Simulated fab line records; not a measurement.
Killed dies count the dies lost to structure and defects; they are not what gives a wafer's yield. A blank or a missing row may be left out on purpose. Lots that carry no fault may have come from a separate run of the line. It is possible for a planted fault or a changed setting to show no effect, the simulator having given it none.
The tool behind it: which one? + flow ritCmos + 14 lots with 42 wafers sampled at 2 steps, on a route of 202 steps

## WHAT THE GAUGES SHOWED, per wafer
RIT_CONTACT_CD_MEAS_08 targets a cd of 1000 nm.
| lot  | measured    | on       | cdNm (nm)            |
|------|-------------|----------|----------------------|
| L353 | day 3 13:46 | cdSem-01 | 1000.9 1001.2 1004.4 |
| L354 | day 3 16:22 | cdSem-01 | 998.3 997.6 997.7    |
| L355 | day 3 20:03 | cdSem-01 | 1000.2 1000.0 999.6  |
| L356 | day 4 03:48 | cdSem-01 | 997.7 997.6 998.1    |
| L357 | day 4 10:18 | cdSem-01 | 1003.6 1001.7 1001.3 |
| L358 | day 4 14:07 | cdSem-01 | 1005.6 1004.5 1002.4 |
| L359 | day 4 17:36 | cdSem-02 | 1001.9 1002.6 1001.6 |
| L360 | day 5 01:44 | cdSem-02 | 1000.3 1001.2 999.6  |
| L361 | day 5 03:08 | cdSem-02 | 1002.6 1001.1 1001.4 |
| L362 | day 5 10:35 | cdSem-02 | 1002.1 1002.7 1002.6 |
| L364 | day 5 22:54 | cdSem-01 | 996.3 998.1 998.8    |
| L367 | day 6 13:40 | cdSem-01 | 1004.1 1001.7 1003.6 |
| L372 | day 7 13:53 | cdSem-01 | 989.8 992.8 991.5    |
| L373 | day 7 18:57 | cdSem-01 | 988.3 987.8 990.3    |

## EACH LOT AND THE TOOL THAT RAN IT (in order: tool; ch and the chambers of the sampled wafers; start)
| lot  | RIT_CONTACT_DEVELOP_07          |
|------|---------------------------------|
| L353 | lithoTrack-01 ch 0, day 3 13:00 |
| L354 | lithoTrack-04 ch 0, day 3 16:00 |
| L355 | lithoTrack-01 ch 0, day 3 19:00 |
| L356 | lithoTrack-03 ch 0, day 4 03:00 |
| L357 | lithoTrack-01 ch 0, day 4 10:00 |
| L358 | lithoTrack-01 ch 0, day 4 13:00 |
| L359 | lithoTrack-03 ch 0, day 4 17:00 |
| L360 | lithoTrack-01 ch 0, day 5 01:00 |
| L361 | lithoTrack-01 ch 0, day 5 02:00 |
| L362 | lithoTrack-01 ch 0, day 5 10:00 |
| L364 | lithoTrack-01 ch 0, day 5 22:00 |
| L367 | lithoTrack-04 ch 0, day 6 13:00 |
| L372 | lithoTrack-04 ch 0, day 7 13:00 |
| L373 | lithoTrack-04 ch 0, day 7 18:00 |
- RIT_CONTACT_DEVELOP_07: develop time 120 s.

## AS READ BY THE TOOLS THEMSELVES (means over the sampled wafers that have a number; for cases with no such wafer, the mark the record gives instead)
The record holds no such reading with a usual standard deviation.

## THE ANSWER, worked out from the rows above alone
Rule: the lots themselves supply what counts as usual. Put in order of their means at a reading, lots are off if they are a third of the lots or fewer, leave a main group of 4 or more, and stand apart from it by a gap of 3 or more times the standard deviation of the main group's means; of several such gaps the widest counts. If all means in a main group match to the digits the tables above print for the reading, that group is not used. A lot without any number at a reading at which 4 lots or more have one is off too. The other lots that the step has rows for count as sound. The gauges are gone through in route order, then the tools' own readings, and for those a lot's mean is taken as printed above. At the first step where some lot is off, the reading lying furthest off is the one used; lots without a number count as furthest.
Off, at RIT_CONTACT_CD_MEAS_08 on cdNm: L372, L373. For the main group the mean is 1001.0 nm and the standard deviation 2.1.
A tool fits if, at a process step before that reading, it ran every lot that is off, and no sound lot after the first of them. Those tools and the gauges at RIT_CONTACT_CD_MEAS_08 are tried in the same way. Undecided on this evidence; 2 tools fit (lithoTrack-04 at RIT_CONTACT_DEVELOP_07, cdSem-01 at RIT_CONTACT_CD_MEAS_08).

## WHAT WAS PUT IN BY THE SIMULATOR
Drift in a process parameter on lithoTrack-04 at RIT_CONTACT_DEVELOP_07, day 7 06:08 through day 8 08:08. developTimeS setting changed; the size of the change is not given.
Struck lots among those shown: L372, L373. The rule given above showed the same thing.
